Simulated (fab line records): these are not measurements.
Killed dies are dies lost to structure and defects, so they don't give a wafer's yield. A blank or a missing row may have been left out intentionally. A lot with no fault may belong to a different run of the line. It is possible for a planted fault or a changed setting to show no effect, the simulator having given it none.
Comparing a struck lot with a sound one + flow rit-cmos + 17 steps out of a route of 202
Sound: wafers L171.1, L171.2, L171.5. Struck: wafer L183.1. (L183.2, L183.3 of the same lot were not struck and are left out.) The cause comes at the end.
Order at every step that has rows: each side's tool, ch and its chambers, its first start. Under that, the readings that differ: sound wafers + struck wafers + difference of the means + sigmas: that difference in standard deviations of wafers without a fault.
alike: readings with means less than 2 such deviations apart, plus words and numbers identical on both sides. not compared: withheld readings, readings lacking a value on some wafer, bounds such as >300 that could conceal the same value, and numbers that have no deviation in the record and whose values overlap.
The two part at a step that has a row with sigmas, a row that says differs or no value, or rows on one side only. Non-overlapping numbers with no deviation appear without sigmas and do not part them. A reading missing from all wafers of one side parts the sides only when that side holds two or more wafers.

first, 1 step without rows for these wafers: RIT_PSD_IMPLANT_08.
RIT_PSD_STRIP_09: strips in O2, time 180 s.
  sound on plasma-asher-02 ch 0,1, day 4 07:58; struck on plasma-asher-02 ch 0, day 6 14:46
  alike: drypump-motor-current-A
  not compared: rf-hours-counter-h
RIT_PSD_TW_MEAS_10:
  sound on film-metro-03 at day 4 08:08; struck on film-metro-01 at day 6 14:56
  alike: PSD_TW
then, 3 steps without rows for these wafers: RIT_SDANNEAL_CLEAN_00 (cleans in SC1, time 600 s); RIT_SDANNEAL_CLEAN_01 (cleans in dHF, time 30 s); RIT_SDANNEAL_CLEAN_02 (cleans in SC2, time 600 s).
RIT_SDANNEAL_RTA_03: time 5 s.
  sound on rtp-anneal-01 ch 0, day 4 08:34; struck on rtp-anneal-01 ch 0, day 6 15:22
| reading        | sound             | struck | difference | sigmas |
|----------------|-------------------|--------|------------|--------|
| chamber-o2-ppm | 2.009 1.992 2.037 | 1.959  | -0.054     | -2     |
  alike: ramp-down-c-per-s, wafer_temp_C_max
RIT_SDANNEAL_RS_MEAS_04: the measuring method here is four-point-probe.
  sound on film-metro-01 at day 4 08:37; struck on film-metro-01 at day 6 15:26
  alike: PSD_RS
RIT_SDANNEAL_RS_MEAS_05: the measuring method here is four-point-probe.
  sound on film-metro-01 at day 4 08:44; struck on film-metro-01 at day 6 15:33
| reading         | sound             | struck | difference | sigmas |
|-----------------|-------------------|--------|------------|--------|
| NSD_RS (ohm/sq) | 84.41 84.52 84.35 | 84.93  | +0.50      | +2     |
RIT_SDANNEAL_RS_MEAS_06: the measuring method here is four-point-probe.
  sound on film-metro-01 at day 4 08:52; struck on film-metro-01 at day 6 15:40
  alike: PLDD_RS
RIT_SDANNEAL_RS_MEAS_07: the measuring method here is four-point-probe.
  sound on film-metro-01 at day 4 08:59; struck on film-metro-01 at day 6 15:47
  alike: NLDD_RS
then, 1 step without rows for these wafers: RIT_SILICIDE_WET_ETCH_00 (etches SiO2 in BOE, target depth 14 nm, time 15 s).
RIT_SILICIDE_SPUTTER_01: material Ti, target thk 30 nm, time 240 s.
  sound on pvd-sputter-01 at day 4 09:07; struck on pvd-sputter-01 at day 6 15:55
| reading                                     | sound             | struck | difference | sigmas |
|---------------------------------------------|-------------------|--------|------------|--------|
| model.Ti_of_SILICIDE_SPUTTER_01.thk-nm (nm) | 29.55 30.09 30.23 | 31.16  | +1.20      |        |
  alike: throttle-valve-pct
RIT_SILICIDE_RS_MEAS_02: the measuring method here is four-point-probe.
  sound on film-metro-02 at day 4 09:16; struck on film-metro-02 at day 6 16:04
| reading                 | sound          | struck | difference | sigmas |
|-------------------------|----------------|--------|------------|--------|
| SILICIDE_TI_RS (ohm/sq) | 48.7 47.7 47.4 | 45.6   | -2.3       | -3     |
RIT_SILICIDE_THK_MEAS_03: measures by xrf.
  sound on film-metro-02 at day 4 09:23; struck on film-metro-02 at day 6 16:11
| reading              | sound          | struck | difference | sigmas |
|----------------------|----------------|--------|------------|--------|
| SILICIDE_TI_THK (nm) | 29.6 30.3 30.3 | 31.4   | +1.3       | +3     |
RIT_SILICIDE_RTA_04: time 10 s, ramp up 5 s, ramp down 5 s.
  sound on rtp-anneal-02 ch 0, day 4 09:26; struck on rtp-anneal-02 ch 0, day 6 16:15
  alike: chamber-o2-ppm, wafer_temp_C_max
RIT_M1_PROBE_99:
  sound on prober-02 at day 4 16:11; struck on prober-02 at day 6 22:58
| reading                              | sound             | struck | difference | sigmas |
|--------------------------------------|-------------------|--------|------------|--------|
| model.etest.contact-nplus.end-ohm-um | 40.6 42.35 40.93  | 42.82  | +1.53      |        |
| model.etest.npoly-line.rs-ohm-sq     | 17.15 17.09 17.12 | 16.45  | -0.67      |        |
| model.etest.ppoly-line.rs-ohm-sq     | 16.63 16.48 16.29 | 16.1   | -0.4       |        |
| model.etest.npoly-sal.rs-ohm-sq      | 4.415 4.33 4.327  | 4.223  | -0.134     |        |
| model.etest.ppoly-sal.rs-ohm-sq      | 4.368 4.262 4.268 | 4.189  | -0.110     |        |
| model.etest.pplus-sal.rs-ohm-sq      | 4.361 4.305 4.281 | 4.197  | -0.119     |        |
| model.etest.nplus-sal.rs-ohm-sq      | 4.316 4.305 4.283 | 4.169  | -0.132     |        |
  alike: killed_at_M0_to_M3, killed-at-front-end, killed-dies, killed-open, killed-short
  not compared: model.etest.contact-pplus.end-ohm-um

WHERE THEY PART
Earliest at RIT_SDANNEAL_RTA_03; latest, in this record, at RIT_SILICIDE_THK_MEAS_03. Later steps at which nothing parts them and some readings are alike: RIT_SILICIDE_RTA_04, RIT_M1_PROBE_99.

WHY: what the simulator had put in
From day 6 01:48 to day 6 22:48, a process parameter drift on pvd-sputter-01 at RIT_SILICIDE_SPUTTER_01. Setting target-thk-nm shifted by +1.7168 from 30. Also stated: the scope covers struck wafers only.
